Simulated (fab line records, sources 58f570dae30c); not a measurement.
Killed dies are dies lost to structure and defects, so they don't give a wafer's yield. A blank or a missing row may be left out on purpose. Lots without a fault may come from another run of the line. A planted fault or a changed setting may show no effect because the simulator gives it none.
A struck lot beside a sound one | flow berkeley_cmos170 | 19 steps out of a route of 331
Sound: wafers L377.2, L377.3, L377.4. Struck: wafers L388.2, L388.3, L388.6. The cause comes at the end.
At each step with rows: each side's tool, then ch and its chambers, then its first start. Under that, the readings that differ: sound wafers | struck wafers | difference of the means | sigmas: that difference in standard deviations of wafers without a fault.
alike: readings whose means differ by less than 2 such deviations, and words and numbers that are the same on both sides. not compared: withheld readings, readings that some wafer has no value for, bounds like >300 that may hide the same value, and numbers for which the record gives no deviation and whose values overlap.
The two part at a step that has a row with sigmas, a row that says differs or no value, or rows on one side only. Numbers that don't overlap but have no deviation are shown without sigmas and don't part them. A reading that every wafer of one side lacks parts them only if that side has two wafers or more.

first, 2 steps without rows for these wafers: UCB170_GATE_PEB_10; UCB170_GATE_DEVELOP_11 (develop time 45 s).
UCB170_GATE_CD_MEAS_12: target cd 350 nm.
  sound on cd_sem-01, day 10 11:16; struck on cd_sem-02, day 12 21:24
  alike: cd_nm
UCB170_GATE_OVL_MEAS_13:
  sound on overlay-02, day 10 11:22; struck on overlay-02, day 12 21:30
  alike: GATE_OVL
UCB170_GATE_ETCH_14: etches BARC in N2/H2.
  sound on rie_diel-04 ch 0,2,3, day 10 11:23; struck on rie_diel-04 ch 2,3, day 12 21:32
  alike: drypump_motor_current_A, oes_product_au, throttle_valve_pct
UCB170_GATE_ETCH_15: etches poly-Si in HBr/Cl2, stops on SiO2, time 56.3 s, target depth 278.2 nm.
  sound on rie_si-01 ch 1,2,3, day 10 11:26; struck on rie_si-02 ch 0,1,3, day 12 21:35
  alike: drypump_motor_current_A, he_backside_leak_sccm, oes_product_au, throttle_valve_pct
  not compared: rf_hours_counter_h
UCB170_GATE_STRIP_16: strips in O2.
  sound on plasma_asher-03 ch 0,1, day 10 11:29; struck on plasma_asher-03 ch 0, day 12 21:37
  alike: drypump_motor_current_A, oes_product_au
  not compared: rf_hours_counter_h
UCB170_GATE_CD_MEAS_90: target cd 350 nm.
  sound on cd_sem-01, day 10 11:36; struck on cd_sem-01, day 12 21:44
  alike: cd_nm
then, 4 steps without rows for these wafers: UCB170_GATE_CLEAN_17 (cleans in SPM, time 600 s); UCB170_PLDD_HMDS_00 (prime time 60 s); UCB170_PLDD_COAT_01 (resist thk 900 nm); UCB170_PLDD_SOFTBAKE_02 (time 60 s).
UCB170_PLDD_EXPOSE_03: exposes mask PSELECT, target cd 1200 nm.
  sound on krf_scanner-01 ch 0, day 10 12:51; struck on krf_scanner-01 ch 0, day 12 23:14
  reading                      | sound                | struck            | difference | sigmas
  model.PLDD.overlay_x_nm (nm) | 0.4302 0.4302 0.4302 | 317.4 317.4 317.4 | +317.0     |
  alike: mask
then, 2 steps without rows for these wafers: UCB170_PLDD_PEB_04; UCB170_PLDD_DEVELOP_05 (develop time 45 s).
UCB170_PLDD_CD_MEAS_06: target cd 1200 nm.
  sound on cd_sem-01, day 10 13:43; struck on cd_sem-01, day 13 00:04
  reading    | sound                | struck               | difference | sigmas
  cd_nm (nm) | 1198.7 1198.3 1198.8 | 1202.2 1202.8 1202.0 | +3.7       | +2
UCB170_PLDD_OVL_MEAS_07:
  sound on overlay-01, day 10 13:49; struck on overlay-02, day 13 00:10
  reading       | sound    | struck      | difference | sigmas
  PLDD_OVL (nm) | -4 -4 -3 | 311 320 324 | +322       | +62
then, 1 step without rows for these wafers: UCB170_PLDD_IMPLANT_08.
UCB170_M3_PROBE_99:
  sound on prober-01, day 12 14:02; struck on prober-01, day 14 17:44
  reading                             | sound             | struck            | difference | sigmas
  model.etest.pldd.width_nm (nm)      | 646.7 641.5 631.3 | 431.6 430.1 424   | -211.3     |
  model.etest.pmos_narrow.drive_ua_um | 148 145.8 145.8   | 145.5 134.3 141.4 | -6.1       |
  not compared: model.etest.pldd.line_ohm_um

WHERE THEY PART
First at UCB170_PLDD_CD_MEAS_06; last, within this record, at UCB170_PLDD_OVL_MEAS_07.

WHY: what the simulator had put in
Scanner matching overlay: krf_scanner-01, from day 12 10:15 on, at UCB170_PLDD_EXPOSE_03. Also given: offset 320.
